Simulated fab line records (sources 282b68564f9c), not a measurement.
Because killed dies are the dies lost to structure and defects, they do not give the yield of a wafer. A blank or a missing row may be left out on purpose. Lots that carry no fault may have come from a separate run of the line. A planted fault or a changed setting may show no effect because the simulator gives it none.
Which of the tools did it? + flow rit cmos + 14 lots, 42 wafers sampled, at 5 steps of a route of 202

== WHAT THE GAUGES SHOWED, per wafer ==
RIT_FOX1_THK_MEAS_01.
| lot  | measured    | on            | FOX1_OXIDE_THK (nm) |
|------|-------------|---------------|---------------------|
| L986 | day 2 03:14 | film metro-03 | 357 360 354         |
| L987 | day 2 10:11 | film metro-01 | 355 365 365         |
| L988 | day 2 14:14 | film metro-03 | 359 361 359         |
| L990 | day 3 01:11 | film metro-01 | 349 353 355         |
| L991 | day 3 05:53 | film metro-01 | 345 342 350         |
| L992 | day 3 09:10 | film metro-01 | 345 353 350         |
| L993 | day 3 15:28 | film metro-01 | 353 347 346         |
| L994 | day 3 21:22 | film metro-01 | 357 357 350         |
| L995 | day 4 01:53 | film metro-03 | 359 364 365         |
| L996 | day 4 06:50 | film metro-02 | 345 345 347         |
| L999 | day 4 21:26 | film metro-01 | 362 361 356         |
| L103 | day 5 17:22 | film metro-02 | 289 292 291         |
| L104 | day 5 22:34 | film metro-01 | 361 364 367         |
| L106 | day 6 07:48 | film metro-02 | 303 311 298         |

RIT_NLDD_OVL_MEAS_06.
| lot  | measured    | on         | NLDD_OVL (nm)  |
|------|-------------|------------|----------------|
| L986 | day 3 04:37 | overlay-02 | 2.2 1.5 2.6    |
| L987 | day 3 12:38 | overlay-02 | -0.4 -1.7 0.4  |
| L988 | day 3 14:42 | overlay-01 | 0.0 0.4 2.0    |
| L990 | day 4 03:53 | overlay-01 | 2.3 2.7 2.2    |
| L991 | day 4 06:26 | overlay-02 | 1.3 0.6 0.6    |
| L992 | day 4 11:47 | overlay-01 | -0.3 -0.2 0.2  |
| L993 | day 4 19:33 | overlay-01 | -0.3 -0.9 0.8  |
| L994 | day 5 00:36 | overlay-01 | 1.2 1.8 1.2    |
| L995 | day 5 04:59 | overlay-01 | 0.7 1.3 -1.5   |
| L996 | day 5 09:58 | overlay-01 | 1.7 -0.2 0.7   |
| L999 | day 5 20:51 | overlay-01 | -0.5 -0.4 0.5  |
| L103 | day 6 21:19 | overlay-02 | 0.0 0.3 0.4    |
| L104 | day 7 03:00 | overlay-02 | -0.5 -0.7 -1.7 |
| L106 | day 7 09:41 | overlay-02 | -0.6 -0.9 -1.1 |

RIT_M1_BOW_MEAS_16.
| lot  | measured    | on            | M1_BOW (um) |
|------|-------------|---------------|-------------|
| L986 | day 3 20:45 | film metro-03 | 17 20 24    |
| L987 | day 4 04:28 | film metro-04 | 26 6 9      |
| L988 | day 4 06:40 | film metro-03 | 13 20 28    |
| L990 | day 4 18:56 | film metro-02 | 12 9 13     |
| L991 | day 4 21:58 | film metro-04 | 11 20 22    |
| L992 | day 5 03:21 | film metro-02 | 14 24 9     |
| L993 | day 5 10:52 | film metro-03 | 21 14 6     |
| L994 | day 5 16:10 | film metro-04 | 14 19 19    |
| L995 | day 5 21:32 | film metro-03 | 22 22 15    |
| L996 | day 6 03:43 | film metro-03 | 10 14 20    |
| L999 | day 6 12:42 | film metro-04 | 11 29 3     |
| L103 | day 7 13:20 | film metro-03 | 28 21 8     |
| L104 | day 7 18:52 | film metro-02 | 20 24 24    |
| L106 | day 8 01:13 | film metro-03 | 25 24 21    |

== WHAT TOOL EACH LOT RAN ON (gives the tool, then ch and the chambers of the sampled wafers, and finally the start) ==
| lot  | RIT_FOX1_OXIDATION_00        | RIT_NWELL_STRIP_09                  |
|------|------------------------------|-------------------------------------|
| L986 | furnace-04 ch 0, day 2 01:55 | plasma asher-01 ch 1, day 2 07:06   |
| L987 | furnace-04 ch 0, day 2 08:51 | plasma asher-04 ch 0,1, day 2 15:05 |
| L988 | furnace-03 ch 0, day 2 12:55 | plasma asher-03 ch 0,1, day 2 18:19 |
| L990 | furnace-03 ch 0, day 2 23:53 | plasma asher-01 ch 0,1, day 3 05:49 |
| L991 | furnace-03 ch 0, day 3 04:32 | plasma asher-01 ch 0,1, day 3 09:48 |
| L992 | furnace-03 ch 0, day 3 07:51 | plasma asher-01 ch 0,1, day 3 13:22 |
| L993 | furnace-01 ch 0, day 3 14:08 | plasma asher-01 ch 0,1, day 3 20:33 |
| L994 | furnace-04 ch 0, day 3 20:03 | plasma asher-01 ch 0,1, day 4 01:20 |
| L995 | furnace-01 ch 0, day 4 00:34 | plasma asher-03 ch 0,1, day 4 06:25 |
| L996 | furnace-01 ch 0, day 4 05:31 | plasma asher-04 ch 0,1, day 4 10:41 |
| L999 | furnace-04 ch 0, day 4 20:07 | plasma asher-03 ch 0,1, day 5 01:21 |
| L103 | furnace-03 ch 0, day 5 16:03 | plasma asher-03 ch 0,1, day 5 21:56 |
| L104 | furnace-04 ch 0, day 5 21:15 | plasma asher-04 ch 0,1, day 6 03:34 |
| L106 | furnace-03 ch 0, day 6 06:29 | plasma asher-03 ch 1, day 6 11:45   |
- RIT_FOX1_OXIDATION_00: target thk 350.7 nm, ox time 1130 s.
- RIT_NWELL_STRIP_09: strips in O2, time 180 s.

== WHAT THE TOOLS THEMSELVES READ (means of the sampled wafers that have a number; where no wafer has one, the mark that the record gives instead) ==
RIT_FOX1_OXIDATION_00.
| lot  | tool       | ox temp c (C) | spike tc centre C (C) | spike tc load C (C) |
|------|------------|---------------|-----------------------|---------------------|
| L986 | furnace-04 | 1100.5        | 1105.0                | 1130.8              |
| L987 | furnace-04 | 1100.3        | 1104.6                | 1129.3              |
| L988 | furnace-03 | 1099.8        | 1101.7                | 1128.1              |
| L990 | furnace-03 | 1100.3        | 1101.6                | 1127.5              |
| L991 | furnace-03 | 1100.4        | 1101.7                | 1128.1              |
| L992 | furnace-03 | 1100.2        | 1101.8                | 1128.6              |
| L993 | furnace-01 | 1100.3        | 1102.4                | 1126.9              |
| L994 | furnace-04 | 1100.1        | 1104.3                | 1129.2              |
| L995 | furnace-01 | 1100.4        | 1102.8                | 1127.6              |
| L996 | furnace-01 | 1100.4        | 1102.9                | 1126.4              |
| L999 | furnace-04 | 1100.3        | 1104.4                | 1129.3              |
| L103 | furnace-03 | 1100.1        | 1101.7                | 1128.6              |
| L104 | furnace-04 | 1100.0        | 1104.0                | 1129.4              |
| L106 | furnace-03 | 1100.4        | 1101.6                | 1128.4              |

RIT_NWELL_STRIP_09.
| lot  | tool            | drypump motor current A (A) |
|------|-----------------|-----------------------------|
| L986 | plasma asher-01 | 4.8                         |
| L987 | plasma asher-04 | 5.5                         |
| L988 | plasma asher-03 | 5.3                         |
| L990 | plasma asher-01 | 5.2                         |
| L991 | plasma asher-01 | 5.2                         |
| L992 | plasma asher-01 | 5.0                         |
| L993 | plasma asher-01 | 5.0                         |
| L994 | plasma asher-01 | 5.2                         |
| L995 | plasma asher-03 | 5.3                         |
| L996 | plasma asher-04 | 5.5                         |
| L999 | plasma asher-03 | 5.3                         |
| L103 | plasma asher-03 | 5.6                         |
| L104 | plasma asher-04 | 5.5                         |
| L106 | plasma asher-03 | 5.9                         |

== THE ANSWER, worked out from the rows above alone ==
Rule: what is usual is taken from the lots themselves. Put in order of their means at a reading, lots are off if they are a third of the lots or fewer, leave a main group of 4 or more, and stand apart from it by a gap of 3 or more times the standard deviation of the main group's means; of several such gaps the widest counts. If all means in a main group match to the digits the tables above print for the reading, that group is not used. A lot without any number at a reading at which 4 lots or more have one is off too. Where the step has rows for the other lots, those lots are counted as sound. After the gauges, taken in route order, come the tools' own readings; for these a lot's mean is taken, as printed above. The first step at which some lot is off is used, and at that step the reading that is off furthest; a lot without a number counts as furthest.
Off: L103, L106, seen at RIT_FOX1_THK_MEAS_01 (FOX1_OXIDE_THK). The main group has a mean of 355 nm with a standard deviation of 6.4.
If a tool, at a process step before that reading, ran all the lots that are off and no sound lot after the first of them, it fits. Those tools and the gauges at RIT_FOX1_THK_MEAS_01 are tried in the same way. This does not decide it: 2 tools fit, namely furnace-03 at RIT_FOX1_OXIDATION_00 and film metro-02 at RIT_FOX1_THK_MEAS_01.

== WHAT THE SIMULATOR PUT IN ==
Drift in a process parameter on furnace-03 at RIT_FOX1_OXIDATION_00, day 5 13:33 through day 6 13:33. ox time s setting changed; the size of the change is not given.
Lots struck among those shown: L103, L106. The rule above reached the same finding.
